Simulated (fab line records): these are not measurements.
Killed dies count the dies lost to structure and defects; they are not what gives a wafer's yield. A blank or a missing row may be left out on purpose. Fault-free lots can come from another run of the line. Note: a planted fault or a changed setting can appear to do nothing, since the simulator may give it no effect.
Which tool was responsible? + flow ritCmos + 15 lots, 45 wafers sampled, at 4 steps of a route of 202

## WHAT THE GAUGES READ, wafer by wafer
RIT_PWELL_TW_MEAS_10.
| lot  | measured    | on           | PWELL_TW    |
|------|-------------|--------------|-------------|
| L553 | day 2 00:09 | filmMetro-01 | 961 964 963 |
| L555 | day 2 09:49 | filmMetro-04 | 960 959 965 |
| L556 | day 2 18:41 | filmMetro-04 | 967 967 965 |
| L558 | day 3 02:52 | filmMetro-03 | 942 943 944 |
| L560 | day 3 17:26 | filmMetro-03 | 937 935 940 |
| L564 | day 4 09:00 | filmMetro-04 | 30 30 30    |
| L565 | day 4 13:01 | filmMetro-03 | 30 30 30    |
| L566 | day 4 17:29 | filmMetro-01 | 30 30 30    |
| L568 | day 5 05:29 | filmMetro-04 | 968 970 968 |
| L570 | day 5 12:20 | filmMetro-01 | 957 952 953 |
| L571 | day 5 19:44 | filmMetro-03 | 942 941 948 |
| L572 | day 5 23:18 | filmMetro-01 | 963 959 963 |
| L573 | day 6 03:59 | filmMetro-01 | 958 960 961 |
| L575 | day 6 13:55 | filmMetro-04 | 962 957 967 |
| L576 | day 6 18:20 | filmMetro-04 | 967 965 962 |

RIT_NRETRO_TW_MEAS_10.
| lot  | measured    | on           | NRETRO_TW      |
|------|-------------|--------------|----------------|
| L553 | day 2 08:13 | filmMetro-02 | 1040 1044 1040 |
| L555 | day 2 18:20 | filmMetro-02 | 1039 1042 1044 |
| L556 | day 3 02:25 | filmMetro-03 | 1035 1041 1050 |
| L558 | day 3 13:32 | filmMetro-03 | 1040 1041 1034 |
| L560 | day 4 01:21 | filmMetro-03 | 1052 1045 1053 |
| L564 | day 4 16:54 | filmMetro-02 | 30 30 30       |
| L565 | day 4 20:17 | filmMetro-03 | 30 30 30       |
| L566 | day 5 00:49 | filmMetro-03 | 30 30 30       |
| L568 | day 5 13:33 | filmMetro-03 | 1044 1042 1035 |
| L570 | day 5 20:24 | filmMetro-02 | 1037 1039 1040 |
| L571 | day 6 02:37 | filmMetro-03 | 1041 1042 1042 |
| L572 | day 6 07:44 | filmMetro-04 | 1062 1064 1066 |
| L573 | day 6 10:52 | filmMetro-02 | 1041 1035 1036 |
| L575 | day 6 21:56 | filmMetro-03 | 1049 1038 1041 |
| L576 | day 7 01:12 | filmMetro-03 | 1048 1052 1047 |

RIT_PRETRO_TW_MEAS_10.
| lot  | measured    | on           | PRETRO_TW   |
|------|-------------|--------------|-------------|
| L553 | day 2 09:46 | filmMetro-01 | 482 482 483 |
| L555 | day 2 20:01 | filmMetro-03 | 468 470 473 |
| L556 | day 3 03:58 | filmMetro-02 | 472 472 472 |
| L558 | day 3 15:05 | filmMetro-03 | 471 474 473 |
| L560 | day 4 03:02 | filmMetro-01 | 478 479 480 |
| L564 | day 4 18:35 | filmMetro-02 | 30 30 30    |
| L565 | day 4 21:57 | filmMetro-03 | 30 30 30    |
| L566 | day 5 02:22 | filmMetro-01 | 30 30 30    |
| L568 | day 5 15:14 | filmMetro-02 | 469 468 469 |
| L570 | day 5 22:05 | filmMetro-03 | 471 472 470 |
| L571 | day 6 04:17 | filmMetro-02 | 472 470 469 |
| L572 | day 6 09:25 | filmMetro-01 | 481 481 479 |
| L573 | day 6 12:44 | filmMetro-01 | 481 481 481 |
| L575 | day 6 23:37 | filmMetro-01 | 480 481 481 |
| L576 | day 7 02:50 | filmMetro-01 | 478 478 479 |

## WHICH TOOL RAN EACH LOT (tool, then ch and the chambers of the sampled wafers, then the start)
| lot  | RIT_NWELL_STRIP_09                 |
|------|------------------------------------|
| L553 | plasmaAsher-04 ch 0,1, day 1 22:26 |
| L555 | plasmaAsher-02 ch 0,1, day 2 08:05 |
| L556 | plasmaAsher-03 ch 0,1, day 2 17:00 |
| L558 | plasmaAsher-04 ch 0,1, day 3 01:01 |
| L560 | plasmaAsher-03 ch 0,1, day 3 15:43 |
| L564 | plasmaAsher-03 ch 0,1, day 4 07:11 |
| L565 | plasmaAsher-04 ch 1, day 4 11:17   |
| L566 | plasmaAsher-04 ch 0,1, day 4 15:38 |
| L568 | plasmaAsher-03 ch 0,1, day 5 03:44 |
| L570 | plasmaAsher-02 ch 0,1, day 5 10:37 |
| L571 | plasmaAsher-03 ch 0,1, day 5 18:00 |
| L572 | plasmaAsher-03 ch 0,1, day 5 21:31 |
| L573 | plasmaAsher-04 ch 0, day 6 02:15   |
| L575 | plasmaAsher-04 ch 0,1, day 6 12:11 |
| L576 | plasmaAsher-02 ch 0,1, day 6 16:35 |
- RIT_NWELL_STRIP_09: strips in O2, time 180 s.

## WHAT THE TOOLS THEMSELVES READ (means of the sampled wafers that have a number; where no wafer has one, the mark that the record gives instead)
RIT_NWELL_STRIP_09.
| lot  | tool           | chamberPressureMTorr (mTorr) | drypumpMotorCurrentA (A) |
|------|----------------|------------------------------|--------------------------|
| L553 | plasmaAsher-04 | 4001                         | 6.19                     |
| L555 | plasmaAsher-02 | 4002                         | 5.80                     |
| L556 | plasmaAsher-03 | 3999                         | 5.68                     |
| L558 | plasmaAsher-04 | 4000                         | 6.17                     |
| L560 | plasmaAsher-03 | 4001                         | 5.72                     |
| L564 | plasmaAsher-03 | -                            | -                        |
| L565 | plasmaAsher-04 | -                            | -                        |
| L566 | plasmaAsher-04 | -                            | -                        |
| L568 | plasmaAsher-03 | 4000                         | 5.73                     |
| L570 | plasmaAsher-02 | 4001                         | 5.75                     |
| L571 | plasmaAsher-03 | 4000                         | 5.67                     |
| L572 | plasmaAsher-03 | 4001                         | 5.74                     |
| L573 | plasmaAsher-04 | 3998                         | 6.18                     |
| L575 | plasmaAsher-04 | 3999                         | 6.20                     |
| L576 | plasmaAsher-02 | 3998                         | 5.84                     |

## THE ANSWER, worked out from the rows above alone
Rule: usual is defined by the lots themselves. The widest of any qualifying gaps counts: lots, ordered by their means at a reading, are off when they make up no more than a third of the lots, leave a main group of 4 or more, and stand apart from it by 3 or more times the standard deviation of that group's means. A main group is skipped when, at the precision printed for the reading in the tables above, its means are all equal. Also off: a lot with no number at a reading for which 4 or more lots have one. All remaining lots with rows at the step are treated as sound. Order of review: gauges by route order, followed by the tools' own readings, for which a lot's mean as printed above is used. The first step at which some lot is off is used, and at that step the reading that is off furthest; a lot without a number counts as furthest.
Off: at RIT_PWELL_TW_MEAS_10 (PWELL_TW), L564, L565, L566. Mean 957 and standard deviation 9.8 in the main group.
A tool fits if, at a process step before that reading, it ran every lot that is off, and no sound lot after the first of them. Not tried: the gauges at RIT_PWELL_TW_MEAS_10; whatever is off there is also off at RIT_NWELL_STRIP_09, on other tools, and gauge error can't account for it. Not one of the candidates tried fits.

## WHAT THE SIMULATOR HAD PUT IN
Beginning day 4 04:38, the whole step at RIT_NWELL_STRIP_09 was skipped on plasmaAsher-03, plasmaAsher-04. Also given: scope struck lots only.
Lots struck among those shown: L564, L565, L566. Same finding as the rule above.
